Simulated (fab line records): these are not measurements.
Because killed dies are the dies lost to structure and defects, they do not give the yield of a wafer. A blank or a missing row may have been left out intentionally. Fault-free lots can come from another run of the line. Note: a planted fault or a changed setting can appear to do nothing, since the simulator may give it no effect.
Which tool is to blame? ; flow berkeley-cmos170 ; 45 wafers from 15 lots sampled at 3 of the route's 331 steps

== WHAT THE GAUGES SHOWED, per wafer ==
UCB170_SACOX_THK_MEAS_02. Usual: SACOX_OXIDE_THK typically reads 14.27 nm, with standard deviation 0.21.
lot;measured;on;SACOX_OXIDE_THK (nm);flag
L674;day 5 22:21;film-metro-03;14.11 14.12 14.20;
L675;day 6 14:05;film-metro-04;14.51 14.29 14.61;
L677;day 6 14:06;film-metro-03;14.33 14.17 14.43;
L678;day 7 00:38;film-metro-02;14.51 14.19 14.37;
L679;day 7 00:38;film-metro-04;14.30 14.53 14.33;
L681;day 7 08:43;film-metro-02;14.10 14.28 14.10;
L680;day 7 08:44;film-metro-04;14.39 14.32 14.35;
L684;day 8 01:31;film-metro-04;14.28 14.30 14.35;
L686;day 8 01:34;film-metro-04;14.32 14.28 14.29;
L689;day 8 15:53;film-metro-03;14.38 14.48 14.51;
L690;day 8 15:53;film-metro-04;14.37 14.46 14.25;
L691;day 9 09:49;film-metro-02;14.12 14.13 14.14;
L694;day 10 00:32;film-metro-02;14.63 14.49 14.53;
L695;day 10 00:32;film-metro-04;14.61 14.36 14.52;
L697;day 10 14:04;film-metro-03;13.91 13.86 14.12;

UCB170_NVT_TW_MEAS_09. Usual: NVT_TW typically reads 520, with standard deviation 3.6.
lot;measured;on;NVT_TW;flag
L674;day 6 14:43;film-metro-03;520 516 520;
L675;day 7 03:44;film-metro-03;517 516 515;
L677;day 7 03:48;film-metro-04;519 518 515;
L678;day 7 13:16;film-metro-01;651 651 651;OFF
L679;day 7 13:27;film-metro-03;641 640 642;OFF
L681;day 7 20:46;film-metro-04;514 518 513;
L680;day 7 20:52;film-metro-01;653 651 651;OFF
L684;day 8 14:18;film-metro-04;520 520 522;
L686;day 8 14:49;film-metro-04;519 521 521;
L689;day 9 04:33;film-metro-04;515 517 515;
L690;day 9 05:01;film-metro-01;524 521 523;
L691;day 10 03:58;film-metro-04;518 519 515;
L694;day 10 12:04;film-metro-03;520 520 518;
L695;day 10 11:53;film-metro-04;519 517 518;
L697;day 11 07:16;film-metro-03;517 518 517;

== TOOL THAT RAN EACH LOT (tool first, then ch and the chambers of the sampled wafers, then the start) ==
lot;UCB170_NVT_IMPLANT_07
L674;implanter-02 ch 0, day 6 14:28
L675;implanter-02 ch 0, day 7 03:29
L677;implanter-01 ch 0, day 7 03:34
L678;implanter-01 ch 0, day 7 12:38
L679;implanter-03 ch 0, day 7 12:54
L681;implanter-03 ch 0, day 7 20:32
L680;implanter-02 ch 0, day 7 20:19
L684;implanter-01 ch 0, day 8 14:03
L686;implanter-01 ch 0, day 8 14:34
L689;implanter-02 ch 0, day 9 04:05
L690;implanter-02 ch 0, day 9 04:47
L691;implanter-01 ch 0, day 10 03:43
L694;implanter-01 ch 0, day 10 11:47
L695;implanter-01 ch 0, day 10 11:38
L697;implanter-03 ch 0, day 11 07:02
- UCB170_NVT_IMPLANT_07

== AS READ BY THE TOOLS THEMSELVES (means over the sampled wafers that have a number; for cases with no such wafer, the mark the record gives instead) ==
UCB170_NVT_IMPLANT_07. Usual: faraday-current-uA reads 9.51 (standard deviation 0.19).
lot;tool;faraday-current-uA;flag
L674;implanter-02;9.66;
L675;implanter-02;9.57;
L677;implanter-01;9.56;
L678;implanter-01;9.47;
L679;implanter-03;9.57;
L681;implanter-03;9.61;
L680;implanter-02;9.46;
L684;implanter-01;9.55;
L686;implanter-01;9.51;
L689;implanter-02;9.56;
L690;implanter-02;9.40;
L691;implanter-01;9.47;
L694;implanter-01;9.65;
L695;implanter-01;9.78;
L697;implanter-03;9.53;

== THE ANSWER, worked out from the rows above alone ==
Rule: a lot is off if the mean of its wafers that have a number lies more than 3 standard deviations from the usual mean. Also off: a lot with no number at a reading for which 4 or more lots have one. The other lots that the step has rows for count as sound. First the gauges in route order, then the tools' own readings, where a lot's mean is used as printed above. The first step at which some lot is off is used, and at that step the reading that is off furthest; a lot without a number counts as furthest.
Off: L678, L679, L680, seen at UCB170_NVT_TW_MEAS_09 (NVT_TW).
A tool fits if, at a process step before that reading, it ran every lot that is off, and no sound lot after the first of them. Those tools and the gauges at UCB170_NVT_TW_MEAS_09 are tried in the same way. None of those tried fits.

== WHAT THE SIMULATOR PUT IN ==
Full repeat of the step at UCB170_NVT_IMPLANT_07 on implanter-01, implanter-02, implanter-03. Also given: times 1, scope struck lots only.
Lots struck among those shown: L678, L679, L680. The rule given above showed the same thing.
